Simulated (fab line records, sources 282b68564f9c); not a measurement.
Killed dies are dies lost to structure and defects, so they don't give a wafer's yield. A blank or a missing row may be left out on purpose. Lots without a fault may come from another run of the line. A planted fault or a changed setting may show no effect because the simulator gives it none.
Which tool did it? | flow rit_cmos | 13 lots, 39 wafers sampled, at 5 steps of a route of 202

WHAT THE GAUGES READ, wafer by wafer
RIT_GATE_THK_MEAS_07. Usual: GATE_OXIDE_THK 3.02 nm, standard deviation 0.065.
lot  | measured    | on            | GATE_OXIDE_THK (nm) | flag
L390 | day 2 17:28 | film_metro-01 | 3.08 3.03 3.02      |
L391 | day 2 20:46 | film_metro-03 | 2.97 2.89 2.92      |
L392 | day 3 01:02 | film_metro-01 | 3.09 3.02 3.07      |
L394 | day 3 10:25 | film_metro-03 | 2.99 3.04 2.94      |
L395 | day 3 15:46 | film_metro-04 | 2.92 2.92 2.89      |
L396 | day 3 20:47 | film_metro-01 | 3.02 2.99 3.01      |
L397 | day 4 03:37 | film_metro-04 | 3.02 3.03 3.02      |
L398 | day 4 07:48 | film_metro-04 | 3.11 3.09 3.12      |
L400 | day 4 16:23 | film_metro-04 | 3.03 3.01 3.07      |
L408 | day 6 11:01 | film_metro-03 | 2.97 2.93 2.88      |
L410 | day 6 22:01 | film_metro-03 | 3.08 3.14 3.10      |
L411 | day 6 23:20 | film_metro-04 | 3.02 2.99 2.95      |
L412 | day 7 05:49 | film_metro-04 | 3.06 3.02 3.07      |

RIT_SILICIDE_RS_MEAS_02: measures by four-point-probe. Usual: SILICIDE_TI_RS 48.1 ohm/sq, standard deviation 0.52.
lot  | measured    | on            | SILICIDE_TI_RS (ohm/sq)       | flag
L390 | day 3 09:31 | film_metro-04 | 47.0 47.5 47.0                |
L391 | day 3 14:23 | film_metro-04 | 47.1 47.5 47.5                |
L392 | day 3 19:10 | film_metro-04 | 48.4 48.0 47.9                |
L394 | day 4 04:22 | film_metro-03 | 47.7 47.4 47.2                |
L395 | day 4 07:52 | film_metro-01 | 48.0 48.3 48.8                |
L396 | day 4 12:58 | film_metro-01 | 47.2 47.7 48.1                |
L397 | day 4 19:28 | film_metro-03 | 47.9 47.9 47.7                |
L398 | day 4 23:41 | film_metro-03 | 49.0 49.2 48.8                |
L400 | day 5 09:13 | film_metro-01 | 48.5 26.9 48.6 49.0 27.1 49.1 | OFF
L408 | day 7 05:46 | film_metro-03 | 47.7 47.7 47.8                |
L410 | day 7 14:06 | film_metro-04 | 48.8 48.8 48.4                |
L411 | day 7 15:56 | film_metro-04 | 48.2 48.1 48.1                |
L412 | day 7 21:53 | film_metro-01 | 48.4 48.5 47.6                |

RIT_SILICIDE_THK_MEAS_03: measures by xrf. Usual: SILICIDE_TI_THK 29.82 nm, standard deviation 0.29.
lot  | measured    | on            | SILICIDE_TI_THK (nm)                | flag
L390 | day 3 09:37 | film_metro-04 | 30.52 30.15 30.45                   |
L391 | day 3 14:30 | film_metro-04 | 30.41 30.25 30.18                   |
L392 | day 3 19:17 | film_metro-04 | 29.74 30.05 30.02                   |
L394 | day 4 04:28 | film_metro-03 | 30.10 30.17 30.20                   |
L395 | day 4 07:59 | film_metro-01 | 29.69 29.55 29.35                   |
L396 | day 4 13:04 | film_metro-01 | 30.17 29.73 29.92                   |
L397 | day 4 19:35 | film_metro-03 | 29.91 30.06 29.98                   |
L398 | day 4 23:48 | film_metro-03 | 29.46 29.35 29.39                   |
L400 | day 5 12:02 | film_metro-01 | 29.62 32.99 29.56 29.60 33.02 29.41 | OFF
L408 | day 7 05:52 | film_metro-03 | 29.92 29.77 29.67                   |
L410 | day 7 14:13 | film_metro-04 | 29.48 29.67 29.91                   |
L411 | day 7 16:03 | film_metro-04 | 29.97 30.04 29.98                   |
L412 | day 7 21:58 | film_metro-01 | 29.51 29.69 30.12                   |

WHICH TOOL RAN EACH LOT (tool, then ch and the chambers of the sampled wafers, then the start)
lot  | RIT_PSD_STRIP_09                    | RIT_SILICIDE_SPUTTER_01
L390 | plasma_asher-03 ch 0,1, day 3 08:14 | pvd_sputter-01, day 3 09:20
L391 | plasma_asher-04 ch 0,1, day 3 13:02 | pvd_sputter-04, day 3 14:13
L392 | plasma_asher-03 ch 0,1, day 3 17:50 | pvd_sputter-01, day 3 19:01
L394 | plasma_asher-01 ch 0,1, day 4 03:04 | pvd_sputter-03, day 4 04:10
L395 | plasma_asher-01 ch 0, day 4 06:31   | pvd_sputter-01, day 4 07:42
L396 | plasma_asher-03 ch 0, day 4 11:38   | pvd_sputter-03, day 4 12:47
L397 | plasma_asher-04 ch 0,1, day 4 18:10 | pvd_sputter-01, day 4 19:19
L398 | plasma_asher-01 ch 0,1, day 4 22:22 | pvd_sputter-03, day 4 23:31
L400 | plasma_asher-03 ch 0,1, day 5 07:55 | pvd_sputter-03, day 5 09:04
L408 | plasma_asher-04 ch 0,1, day 7 04:29 | pvd_sputter-01, day 7 05:34
L410 | plasma_asher-04 ch 0, day 7 12:47   | pvd_sputter-01, day 7 13:57
L411 | plasma_asher-04 ch 0,1, day 7 14:37 | pvd_sputter-04, day 7 15:47
L412 | plasma_asher-04 ch 0,1, day 7 20:34 | pvd_sputter-01, day 7 21:40
- RIT_PSD_STRIP_09: strips in O2, time 180 s.
- RIT_SILICIDE_SPUTTER_01: material Ti, target thk 30 nm, time 240 s.

WHAT THE TOOLS THEMSELVES READ (means of the sampled wafers that have a number; where no wafer has one, the mark that the record gives instead)
RIT_PSD_STRIP_09. Usual: drypump_motor_current_A 5.5 A, standard deviation 0.47.
lot  | tool            | drypump_motor_current_A (A) | flag
L390 | plasma_asher-03 | 5.6                         |
L391 | plasma_asher-04 | 5.1                         |
L392 | plasma_asher-03 | 6.0                         |
L394 | plasma_asher-01 | 5.9                         |
L395 | plasma_asher-01 | 5.6                         |
L396 | plasma_asher-03 | 6.4                         |
L397 | plasma_asher-04 | 5.3                         |
L398 | plasma_asher-01 | 5.7                         |
L400 | plasma_asher-03 | 6.0                         |
L408 | plasma_asher-04 | 5.3                         |
L410 | plasma_asher-04 | 5.5                         |
L411 | plasma_asher-04 | 5.1                         |
L412 | plasma_asher-04 | 5.3                         |

RIT_SILICIDE_SPUTTER_01. Usual: chamber_pressure_pa 0.6671 Pa, standard deviation 0.0013; substrate_temp_c 24.99 C, standard deviation 0.11; throttle_valve_pct 30.0 %, standard deviation 0.55.
lot  | tool           | chamber_pressure_pa (Pa) | substrate_temp_c (C) | throttle_valve_pct (%) | flag
L390 | pvd_sputter-01 | 0.6668                   | 24.97                | 30.0                   |
L391 | pvd_sputter-04 | 0.6675                   | 24.97                | 30.2                   |
L392 | pvd_sputter-01 | 0.6680                   | 24.97                | 30.2                   |
L394 | pvd_sputter-03 | 0.6676                   | 24.96                | 29.7                   |
L395 | pvd_sputter-01 | 0.6669                   | 24.98                | 30.4                   |
L396 | pvd_sputter-03 | 0.6682                   | 24.99                | 29.3                   |
L397 | pvd_sputter-01 | 0.6668                   | 25.01                | 29.8                   |
L398 | pvd_sputter-03 | 0.6682                   | 25.11                | 29.6                   |
L400 | pvd_sputter-03 | 0.5792                   | 24.99                | 32.2                   | OFF
L408 | pvd_sputter-01 | 0.6660                   | 24.96                | 30.3                   |
L410 | pvd_sputter-01 | 0.6673                   | 25.00                | 30.2                   |
L411 | pvd_sputter-04 | 0.6667                   | 24.97                | 30.5                   |
L412 | pvd_sputter-01 | 0.6669                   | 24.92                | 30.2                   |

THE ANSWER, worked out from the rows above alone
Rule: a lot is off if the mean of its wafers that have a number lies more than 3 standard deviations from the usual mean. A lot without any number at a reading at which 4 lots or more have one is off too. The other lots that the step has rows for count as sound. The gauges are gone through in route order, then the tools' own readings, and for those a lot's mean is taken as printed above. The first step at which some lot is off is used, and at that step the reading that is off furthest; a lot without a number counts as furthest.
Off: L400, at RIT_SILICIDE_RS_MEAS_02 (SILICIDE_TI_RS).
A tool fits if, at a process step before that reading, it ran every lot that is off, and no sound lot after the first of them. The gauges at RIT_SILICIDE_RS_MEAS_02 aren't tried: what is off there is off at RIT_SILICIDE_SPUTTER_01 too, on other tools, and a gauge's error can't cause that. Can't be told from this: 2 tools fit, plasma_asher-03 at RIT_PSD_STRIP_09, pvd_sputter-03 at RIT_SILICIDE_SPUTTER_01.

WHAT THE SIMULATOR HAD PUT IN
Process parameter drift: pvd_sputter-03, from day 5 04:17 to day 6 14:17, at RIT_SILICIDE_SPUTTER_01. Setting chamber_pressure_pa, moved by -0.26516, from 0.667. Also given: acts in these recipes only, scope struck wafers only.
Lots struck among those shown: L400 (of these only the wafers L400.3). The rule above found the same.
